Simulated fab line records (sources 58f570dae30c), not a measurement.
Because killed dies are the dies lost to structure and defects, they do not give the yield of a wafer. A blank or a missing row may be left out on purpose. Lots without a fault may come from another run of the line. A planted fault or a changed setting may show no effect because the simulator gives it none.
The tool behind it: which one?	flow berkeley_cmos170	15 lots with 43 wafers sampled at 3 steps, on a route of 331 steps

WHAT EACH GAUGE READ, for each wafer
UCB170_NLDD_CD_MEAS_06 targets a cd of 1200 nm. Usual: cd_nm 1200.3 nm, standard deviation 1.5.
lot	measured	on	cd_nm (nm)	flag
L629	day 6 23:02	cd_sem-02	1201.1 1201.5 1200.6	
L628	day 6 23:16	cd_sem-01	1200.1 1200.4 1201.4	
L632	day 7 18:43	cd_sem-02	1199.2 1199.3 1199.2	
L637	day 8 02:01	cd_sem-01	1199.5 1200.2	
L635	day 8 02:18	cd_sem-01	1199.6 1201.3	
L634	day 8 02:26	cd_sem-02	1197.4 1199.0 1196.5	
L639	day 8 14:21	cd_sem-02	1201.3 1200.2 1198.8	
L640	day 8 14:57	cd_sem-02	1198.6 1197.7 1199.2	
L645	day 9 13:52	cd_sem-02	1201.3 1202.4 1201.8	
L643	day 9 14:23	cd_sem-02	1201.5 1201.4 1200.7	
L646	day 10 07:58	cd_sem-02	1201.4 1201.2 1199.8	
L648	day 10 08:12	cd_sem-01	1202.7 1202.8 1202.3	
L647	day 10 08:31	cd_sem-01	1199.3 1198.9 1198.9	
L650	day 10 19:28	cd_sem-02	1201.7 1200.1 1201.2	
L651	day 11 02:37	cd_sem-02	1202.4 1201.6 1199.8	

UCB170_V2_BOW_MEAS_03. Usual: V2_BOW 38 um, standard deviation 7.3.
lot	measured	on	V2_BOW (um)	flag
L629	day 8 08:14	film_metro-04	45 38 46	
L628	day 8 08:58	film_metro-04	48 36 37	
L632	day 9 01:51	film_metro-04	36 32 36	
L637	day 9 11:25	film_metro-02	38 38	
L635	day 9 12:37	film_metro-02	32 51	
L634	day 9 12:14	film_metro-04	47 30 39	
L639	day 9 21:53	film_metro-02	32 33 30	
L640	day 9 21:37	film_metro-04	36 35 38	
L645	day 11 01:38	film_metro-04	39 39 35	
L643	day 11 00:11	film_metro-04	38 43 48	
L646	day 11 20:32	film_metro-04	38 37 47	
L648	day 11 19:46	film_metro-04	47 41 38	
L647	day 11 19:31	film_metro-04	28 32 25	
L650	day 12 02:59	film_metro-01	56 29 51	
L651	day 12 10:13	film_metro-01	39 46 35	

EACH LOT AND THE TOOL THAT RAN IT (in order: tool; ch and the chambers of the sampled wafers; start)
lot	UCB170_V1_ETCH_14
L629	rie_diel-01 ch 1,2, day 8 04:13
L628	rie_diel-03 ch 0,1,2, day 8 04:32
L632	rie_diel-01 ch 0,1,2, day 8 20:54
L637	rie_diel-01 ch 1,3, day 9 06:24
L635	rie_diel-01 ch 0,2, day 9 07:01
L634	rie_diel-04 ch 0,3, day 9 06:35
L639	rie_diel-01 ch 2,3, day 9 18:11
L640	rie_diel-04 ch 0,1,2, day 9 18:04
L645	rie_diel-04 ch 0,2, day 10 21:10
L643	rie_diel-03 ch 0,1,2, day 10 19:59
L646	rie_diel-04 ch 0,1, day 11 16:13
L648	rie_diel-03 ch 1,3, day 11 15:51
L647	rie_diel-04 ch 0,1, day 11 15:37
L650	rie_diel-04 ch 0,1,3, day 11 23:02
L651	rie_diel-03 ch 1,2,3, day 12 06:23
- UCB170_V1_ETCH_14: etches SiO2 in CHF3/CF4/Ar, stops on Al, target depth 1250 nm, time 279.2 s.

WHAT THE TOOLS THEMSELVES READ (means of the sampled wafers that have a number; where no wafer has one, the mark that the record gives instead)
UCB170_V1_ETCH_14. Usual: drypump_motor_current_A 5.8 A, standard deviation 0.4; oes_product_au 0.898 a.u., standard deviation 0.012; throttle_valve_pct 6.96 %, standard deviation 0.14.
lot	tool	drypump_motor_current_A (A)	oes_product_au (a.u.)	throttle_valve_pct (%)	flag
L629	rie_diel-01	5.9	0.909	6.80	
L628	rie_diel-03	5.7	0.891	6.96	
L632	rie_diel-01	6.1	0.904	6.93	
L637	rie_diel-01	5.5	0.897	6.95	
L635	rie_diel-01	6.2	0.907	7.02	
L634	rie_diel-04	5.9	0.890	6.91	
L639	rie_diel-01	5.6	0.898	6.97	
L640	rie_diel-04	5.7	0.904	6.95	
L645	rie_diel-04	5.8	0.902	7.02	
L643	rie_diel-03	5.7	0.897	6.95	
L646	rie_diel-04	5.6	0.906	6.88	
L648	rie_diel-03	5.4	0.896	6.99	
L647	rie_diel-04	5.6	0.900	6.94	
L650	rie_diel-04	5.9	0.896	6.85	
L651	rie_diel-03	5.5	0.899	6.98	

THE ANSWER, worked out from the rows above alone
Rule: a lot counts as off when the mean over its wafers that have a number is more than 3 standard deviations away from the usual mean. A lot without any number at a reading at which 4 lots or more have one is off too. All remaining lots with rows at the step are treated as sound. The gauges are gone through in route order, then the tools' own readings, and for those a lot's mean is taken as printed above. The first step at which some lot is off is used, and at that step the reading that is off furthest; a lot without a number counts as furthest.
No lot is off at any reading shown: from this, nothing can be told.

WHAT THE SIMULATOR HAD PUT IN
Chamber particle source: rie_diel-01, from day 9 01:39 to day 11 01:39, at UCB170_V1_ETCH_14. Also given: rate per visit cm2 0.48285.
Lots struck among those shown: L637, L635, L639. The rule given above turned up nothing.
